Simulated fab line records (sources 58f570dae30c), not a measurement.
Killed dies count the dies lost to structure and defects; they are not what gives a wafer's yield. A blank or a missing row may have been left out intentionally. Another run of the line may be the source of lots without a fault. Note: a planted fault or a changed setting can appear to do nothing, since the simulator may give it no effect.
Which tool did it? ; flow berkeley_cmos170 ; Sampling: 7 lots, 21 wafers, 3 of 331 route steps

WHAT THE GAUGES SHOWED, per wafer
UCB170_CONTACT_OVL_MEAS_16.
lot;measured;on;CONTACT_OVL (nm)
L184;day 7 13:07;overlay-01;-5 -2 4
L186;day 8 00:35;overlay-01;8 0 2
L189;day 8 10:20;overlay-02;1 -3 2
L191;day 8 22:55;overlay-01;6 18 4
L194;day 9 10:01;overlay-01;8 11 6
L196;day 10 05:31;overlay-02;6 9 5

EACH LOT AND THE TOOL THAT RAN IT (in order: tool; ch and the chambers of the sampled wafers; start)
lot;UCB170_NWELL_ETCH_13;UCB170_GATE_ETCH_15
L184;rie_diel-03 ch 1,3, day 2 15:10;rie_si-02 ch 0,2,3, day 6 17:23
L186;rie_diel-03 ch 0,1,3, day 3 04:04;rie_si-01 ch 0,2, day 7 00:55
L189;rie_diel-04 ch 0,1,3, day 3 16:08;rie_si-02 ch 2,3, day 7 10:28
L191;rie_diel-04 ch 0,2,3, day 4 03:00;rie_si-01 ch 0,1,2, day 8 04:31
L194;rie_diel-03 ch 1,2,3, day 5 01:51;rie_si-01 ch 0,3, day 8 15:02
L196;rie_diel-03 ch 0,1, day 5 10:21;rie_si-01 ch 0,1,3, day 9 07:56
L200;rie_diel-02 ch 0,2,3, day 6 07:03;rie_si-01 ch 0,1,2, day 9 19:59
- UCB170_NWELL_ETCH_13: etches Si3N4 in CH3F/Ar/O2, stops on SiO2, target depth 246.4 nm, time 154 s.
- UCB170_GATE_ETCH_15: etches poly-Si in HBr/Cl2, stops on SiO2, time 56.3 s, target depth 278.2 nm.

THE ANSWER, worked out from the rows above alone
Rule: what is usual is taken from the lots themselves. The widest of any qualifying gaps counts: lots, ordered by their means at a reading, are off when they make up no more than a third of the lots, leave a main group of 4 or more, and stand apart from it by 3 or more times the standard deviation of that group's means. A main group whose means are all the same, to the digits that the tables above print for the reading, isn't used. Also off: a lot with no number at a reading for which 4 or more lots have one. The other lots that the step has rows for count as sound.
No lot is off at any reading shown: from this, nothing can be told.

WHAT THE SIMULATOR HAD INSERTED
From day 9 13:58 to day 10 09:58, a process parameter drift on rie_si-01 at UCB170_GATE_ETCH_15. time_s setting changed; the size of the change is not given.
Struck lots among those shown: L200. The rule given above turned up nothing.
